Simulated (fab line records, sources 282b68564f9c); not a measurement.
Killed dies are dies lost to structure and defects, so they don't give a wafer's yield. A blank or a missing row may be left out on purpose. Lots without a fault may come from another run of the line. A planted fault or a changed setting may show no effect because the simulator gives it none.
A struck lot beside a sound one | flow rit_cmos | 17 steps out of a route of 202
Sound: wafers L512.1, L512.2, L512.5. Struck: wafers L520.1, L520.2, L520.6. The cause comes at the end.
At each step with rows: each side's tool, then ch and its chambers, then its first start. Under that, the readings that differ: sound wafers | struck wafers | difference of the means | sigmas: that difference in standard deviations of wafers without a fault.
alike: readings whose means differ by less than 2 such deviations, and words and numbers that are the same on both sides. not compared: withheld readings, readings that some wafer has no value for, bounds like >300 that may hide the same value, and numbers for which the record gives no deviation and whose values overlap.
The two part at a step that has a row with sigmas, a row that says differs or no value, or rows on one side only. Numbers that don't overlap but have no deviation are shown without sigmas and don't part them. A reading that every wafer of one side lacks parts them only if that side has two wafers or more.

first, 1 step without rows for these wafers: RIT_PSD_IMPLANT_08.
RIT_PSD_STRIP_09: strips in O2, time 180 s.
  sound on plasma_asher-01 ch 0,1, day 4 02:21; struck on plasma_asher-04 ch 0,1, day 5 17:46
  alike: drypump_motor_current_A
  not compared: rf_hours_counter_h
RIT_PSD_TW_MEAS_10:
  sound on film_metro-01, day 4 02:32; struck on film_metro-03, day 5 17:57
  alike: PSD_TW
then, 3 steps without rows for these wafers: RIT_SDANNEAL_CLEAN_00 (cleans in SC1, time 600 s); RIT_SDANNEAL_CLEAN_01 (cleans in dHF, time 30 s); RIT_SDANNEAL_CLEAN_02 (cleans in SC2, time 600 s).
RIT_SDANNEAL_RTA_03: time 5 s.
  sound on rtp_anneal-01 ch 0, day 4 03:10; struck on rtp_anneal-01 ch 0, day 5 18:23
  alike: wafer_temp_C_max
RIT_SDANNEAL_RS_MEAS_04: measures by four-point-probe.
  sound on film_metro-01, day 4 03:13; struck on film_metro-01, day 5 18:26
  alike: PSD_RS
RIT_SDANNEAL_RS_MEAS_05: measures by four-point-probe.
  sound on film_metro-01, day 4 03:20; struck on film_metro-01, day 5 18:33
  alike: NSD_RS
RIT_SDANNEAL_RS_MEAS_06: measures by four-point-probe.
  sound on film_metro-01, day 4 03:28; struck on film_metro-01, day 5 18:40
  alike: PLDD_RS
RIT_SDANNEAL_RS_MEAS_07: measures by four-point-probe.
  sound on film_metro-01, day 4 03:35; struck on film_metro-01, day 5 18:47
  alike: NLDD_RS
then, 1 step without rows for these wafers: RIT_SILICIDE_WET_ETCH_00 (etches SiO2 in BOE, target depth 14 nm, time 15 s).
RIT_SILICIDE_SPUTTER_01: material Ti, target thk 30 nm, time 240 s.
  sound on pvd_sputter-04, day 4 03:44; struck on pvd_sputter-04, day 5 18:56
  reading                                     | sound            | struck            | difference | sigmas
  model.Ti_of_SILICIDE_SPUTTER_01.thk_nm (nm) | 30.1 29.47 30.03 | 43.07 43.13 42.95 | +13.18     |
  alike: throttle_valve_pct
RIT_SILICIDE_RS_MEAS_02: measures by four-point-probe.
  sound on film_metro-03, day 4 03:53; struck on film_metro-01, day 5 19:05
  reading                 | sound          | struck         | difference | sigmas
  SILICIDE_TI_RS (ohm/sq) | 47.7 48.9 47.8 | 30.5 30.5 30.8 | -17.5      | -24
RIT_SILICIDE_THK_MEAS_03: measures by xrf.
  sound on film_metro-03, day 4 04:00; struck on film_metro-01, day 5 19:12
  reading              | sound          | struck         | difference | sigmas
  SILICIDE_TI_THK (nm) | 29.9 29.4 30.0 | 42.8 42.7 42.5 | +12.9      | +37
RIT_SILICIDE_RTA_04: time 10 s, ramp up 5 s, ramp down 5 s.
  sound on rtp_anneal-02 ch 0, day 4 04:04; struck on rtp_anneal-02 ch 0, day 5 19:16
  alike: wafer_temp_C_max
then, 1 step without rows for these wafers: RIT_M1_PROBE_99.

WHERE THEY PART
First at RIT_SILICIDE_RS_MEAS_02; last, within this record, at RIT_SILICIDE_THK_MEAS_03. Later steps at which nothing parts them and some readings are alike: RIT_SILICIDE_RTA_04.

WHY: what the simulator had put in
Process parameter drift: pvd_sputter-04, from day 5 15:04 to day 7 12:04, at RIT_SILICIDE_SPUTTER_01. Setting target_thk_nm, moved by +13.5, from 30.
